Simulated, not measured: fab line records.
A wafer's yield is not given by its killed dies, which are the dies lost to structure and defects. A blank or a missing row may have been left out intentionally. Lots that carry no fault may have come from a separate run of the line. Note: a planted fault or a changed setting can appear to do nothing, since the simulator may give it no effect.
fab line records + flow ritCmos
[record]
- lots = 14
- wafers = 41
- lastDay = 6
route steps=202 shown M1@192
lots with no fault: from the same line, run without faults
startH: start of the lot's first displayed wafer, in hours after the record's first day + waitH: hours since the lot's step before + " repeats the value in the row above + L1.1+2: a single row standing in for several wafers + - no value, or no start given + * or withheld: withheld + < > ~ a bound
route shown NAME@n: NAME is a module with steps in the file, n the number in the route of the first one + usual: the fault-free wafers' mean and standard deviation + same: alike in all rows + chamber/n: place in a boat + sites: readings site by site + _std_site: how widely they spread, as a standard deviation + _edge_site: mean of outer sites minus mean of inner sites + radiusMm: for every site, how far away it sits from the centre of the wafer + mask NAME#n: copy n + behind: the tool/chamber that last shaped the wafer + hold: why the lot was held/for how many hours/how that ended + device: the n, p or np transistor that did not switch + end of line: tests of these same wafers at the route's end + step lacking rows: just its recipe + killed: the dies lost at the first sort to structure and to defects; this is not the yield of the wafer + map: dies across one wafer; x = killed, . = not, _ = none there
set.NAME: the run value of the setting; set.NAME@STEP: its run value at that earlier step + model.NAME: the simulator's own value behind a step, which no gauge read
steps of the route over a sample of lots; a table a step, a row a wafer
[[steps]]
[step RIT_M1_DEVELOP_08]
[recipe]
- resist = NOVOLAK
- developTimeS = 68
- devTempC = 23
[usual]
- developerTempC = 22.96/0.1
| lot.wafer | tool          | chamber | startH | waitH | developerTempC |
|-----------|---------------|---------|--------|-------|----------------|
| L467.1    | lithoTrack-03 | 0       | 64     | -     | 22.98          |
| L467.2    | "             | 0       | "      | "     | 23.02          |
| L467.6    | "             | 0       | "      | "     | 22.89          |
| L468.1    | lithoTrack-03 | 0       | 66     | -     | 23.06          |
| L468.2    | "             | 0       | "      | "     | 22.91          |
| L468.3    | "             | 0       | "      | "     | 22.94          |
| L469.1    | lithoTrack-02 | 0       | 70     | -     | 22.90          |
| L469.4    | "             | 0       | "      | "     | 23.02          |
| L469.5    | "             | 0       | "      | "     | 23.03          |
| L470.2    | lithoTrack-01 | 0       | 78     | -     | 22.92          |
| L470.4    | "             | 0       | "      | "     | 22.80          |
| L470.6    | "             | 0       | "      | "     | 22.95          |
| L471.2    | lithoTrack-03 | 0       | 84     | -     | 23.03          |
| L471.3    | "             | 0       | "      | "     | 23.10          |
| L471.4    | "             | 0       | "      | "     | 22.95          |
| L472.1    | lithoTrack-02 | 0       | 88     | -     | 22.98          |
| L472.2    | "             | 0       | "      | "     | 22.86          |
| L472.3    | "             | 0       | "      | "     | 23.00          |
| L473.3    | lithoTrack-02 | 0       | 92     | -     | 20.42          |
| L473.4    | "             | 0       | "      | "     | 20.62          |
| L474.1    | lithoTrack-02 | 0       | 100    | -     | 20.80          |
| L474.2    | "             | 0       | "      | "     | 20.77          |
| L474.4    | "             | 0       | "      | "     | 20.72          |
| L480.1    | lithoTrack-03 | 0       | 125    | -     | 22.90          |
| L480.2    | "             | 0       | "      | "     | 23.04          |
| L480.3    | "             | 0       | "      | "     | 22.99          |
| L481.1    | lithoTrack-01 | 0       | 136    | -     | 22.76          |
| L481.5    | "             | 0       | "      | "     | 22.60          |
| L481.6    | "             | 0       | "      | "     | 22.90          |
| L482.2    | lithoTrack-03 | 0       | 141    | -     | 22.98          |
| L482.4    | "             | 0       | "      | "     | 22.94          |
| L482.6    | "             | 0       | "      | "     | 22.82          |
| L483.2    | lithoTrack-01 | 0       | 145    | -     | 22.99          |
| L483.4    | "             | 0       | "      | "     | 23.05          |
| L483.6    | "             | 0       | "      | "     | 23.04          |
| L484.1    | lithoTrack-01 | 0       | 147    | -     | 23.07          |
| L484.4    | "             | 0       | "      | "     | 22.93          |
| L484.5    | "             | 0       | "      | "     | 23.02          |
| L485.4    | lithoTrack-03 | 0       | 150    | -     | 22.91          |
| L485.5    | "             | 0       | "      | "     | 22.94          |
| L485.6    | "             | 0       | "      | "     | 23.01          |
[step RIT_M1_PROBE_99]
[usual]
- defectLimitedYield = 97.4/1.2
- killedAtContacts = 0.0/0.22
- killedAtFrontEnd = 7/3.3
- killedDies = 7/3.3
- killedOpen = 3.3/1.9
- killedShort = 3.6/2.1
- sort_bin_3_pad_short = 0.1/0.23
- sort_bin_5_function = 1.5/0.92
- sort_bin_6_memory = 1.0/0.64
- sortNPass = 257/3.3
- sortYieldPct = 97.4/1.2
[same]
- grossDies = 264
- killed_at_M0_to_M3 = 0
- killed_at_M4_up = 0
- killedAtBackSide = 0
- killedAtOther = 0
| lot.wafer | tool      | chamber | startH | waitH | defectLimitedYield[%] | killedAtContacts | killedAtFrontEnd | killedDies | killedOpen | killedShort | sort_bin_3_pad_short[%] | sort_bin_5_function[%] | sort_bin_6_memory[%] | sortNPass | sortYieldPct[%] |
|-----------|-----------|---------|--------|-------|-----------------------|------------------|------------------|------------|------------|-------------|-------------------------|------------------------|----------------------|-----------|-----------------|
| L473.3    | prober-02 | -       | 95.05  | 0.2   | 98.5                  | 0                | 4                | 4          | 2          | 0           | 0                       | 0.4                    | 1.1                  | 260       | 98.5            |
| L473.4    | prober-02 | -       | 95.10  | 0.2   | 95.8                  | 0                | 11               | 11         | 5          | 6           | 0                       | 3.4                    | 0.8                  | 253       | 95.8            |
| L474.1    | prober-01 | -       | 102.91 | 0.1   | 97.7                  | 0                | 6                | 6          | 3          | 3           | 0                       | 1.9                    | 0.4                  | 258       | 97.7            |
| L474.2    | prober-01 | -       | 102.96 | 0.1   | 98.9                  | 0                | 3                | 3          | 3          | 0           | 0                       | 0.4                    | 0.8                  | 261       | 98.9            |
| L474.4    | prober-01 | -       | 103.06 | 0.2   | 98.1                  | 0                | 5                | 5          | 4          | 1           | 0.4                     | 1.5                    | 0                    | 259       | 98.1            |
| L480.1    | prober-01 | -       | 128.40 | 0.1   | 97.0                  | 0                | 8                | 8          | 4          | 4           | 0                       | 1.1                    | 1.9                  | 256       | 97.0            |
| L480.2    | prober-01 | -       | 128.45 | 0.1   | 97.7                  | 0                | 6                | 6          | 2          | 4           | 0                       | 1.5                    | 0.8                  | 258       | 97.7            |
| L480.3    | prober-01 | -       | 128.50 | 0.2   | 97.3                  | 0                | 7                | 7          | 2          | 5           | 0                       | 1.1                    | 1.5                  | 257       | 97.3            |
| L481.1    | prober-02 | -       | 139.01 | 0.1   | 97.3                  | 0                | 7                | 7          | 3          | 4           | 0                       | 2.3                    | 0.4                  | 257       | 97.3            |
| L481.5    | prober-02 | -       | 139.21 | 0.2   | 97.3                  | 0                | 7                | 7          | 1          | 6           | 0.8                     | 1.1                    | 0.8                  | 257       | 97.3            |
| L481.6    | prober-02 | -       | 139.26 | 0.2   | 96.6                  | 0                | 9                | 9          | 2          | 7           | 0.4                     | 0.4                    | 2.7                  | 255       | 96.6            |
| L482.2    | prober-01 | -       | 144.40 | 0.1   | 96.6                  | 0                | 9                | 9          | 4          | 5           | 0                       | 1.1                    | 2.3                  | 255       | 96.6            |
| L482.4    | prober-01 | -       | 144.50 | 0.2   | 97.7                  | 0                | 6                | 6          | 5          | 1           | 0                       | 1.5                    | 0.8                  | 258       | 97.7            |
| L482.6    | prober-01 | -       | 144.60 | 0.2   | 97.7                  | 0                | 6                | 6          | 3          | 3           | 0.4                     | 0.8                    | 1.1                  | 258       | 97.7            |
// killed by level:class
L473.3 ACTIVE:coatMicrobubblePrinted=2 ACTIVE:geometricParticle:open=1 GATE:geometricParticle:open=1
L473.4 FOX2:geometricParticle:open=2 GATE:geometricParticle:short=2 REOX:geometricParticle:short=2 FOX2:geometricParticle:short=1 REOX:geometricParticle:open=1 SPACER:geometricParticle:short=1 SPACER:geometricParticle:open=1 SILICIDE:geometricParticle:open=1
L474.1 FOX1:geometricParticle:short=2 FOX1:geometricParticle:open=2 GATE:geometricParticle:short=1 REOX:geometricParticle:open=1
L474.2 GATE:geometricParticle:open=2 SILICIDE:geometricParticle:open=1
L474.4 GATE:geometricParticle:open=2 SILICIDE:geometricParticle:open=2 FOX1:geometricParticle:short=1
L480.1 FOX1:geometricParticle:short=1 FOX1:geometricParticle:open=1 FOX2:geometricParticle:short=1 GATE:geometricParticle:open=1 REOX:geometricParticle:open=1 SPACER:geometricParticle:open=1 SPACER:geometricParticle:short=1 SILICIDE:geometricParticle:short=1
L480.2 SPACER:geometricParticle:short=3 GATE:geometricParticle:open=1 REOX:geometricParticle:short=1 SPACER:geometricParticle:open=1
L480.3 FOX1:geometricParticle:short=2 FOX2:geometricParticle:short=1 GATE:geometricParticle:open=1 GATE:geometricParticle:short=1 SILICIDE:geometricParticle:open=1 SILICIDE:geometricParticle:short=1
L481.1 GATE:geometricParticle:open=2 SILICIDE:geometricParticle:short=2 FOX1:geometricParticle:short=1 FOX1:geometricParticle:open=1 GATE:geometricParticle:short=1
L481.5 GATE:geometricParticle:short=2 FOX1:geometricParticle:short=1 FOX2:geometricParticle:short=1 GATE:geometricParticle:open=1 SPACER:geometricParticle:short=1 SILICIDE:geometricParticle:short=1
L481.6 FOX1:geometricParticle:short=4 GATE:geometricParticle:short=2 SPACER:geometricParticle:open=2 SPACER:geometricParticle:short=1
L482.2 GATE:geometricParticle:short=3 FOX1:geometricParticle:open=2 GATE:geometricParticle:open=2 REOX:geometricParticle:short=2
L482.4 GATE:geometricParticle:open=2 SPACER:geometricParticle:open=2 GATE:geometricParticle:short=1 SILICIDE:geometricParticle:open=1
L482.6 SPACER:geometricParticle:open=2 FOX1:geometricParticle:short=1 FOX2:geometricParticle:open=1 GATE:geometricParticle:short=1 SILICIDE:geometricParticle:short=1
[[key]]
[firstSign]
- step = RIT_M1_DEVELOP_08
- reading = developerTempC
- direction = down
- sigmas = 22
- usual = *
- struck = *
effect none on later readings
metAt RIT_M1_DEVELOP_08
struckLots L473,L474
[loopTrim]
- step = RIT_M1_EXPOSE_06
- setting = dose
- lots = L474
onsetBetween 88 92
[fault]
- kind = processParameterDrift
- tool = lithoTrack-02
- chamber = -
- onsetH = 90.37
- steps = RIT_M1_DEVELOP_08
- channel = devTempC
- offset = *
- shape = step
- endH = 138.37
- actsIn = *
- stated = *
// loopTrim: a control loop set the setting to another value than it would have without faults
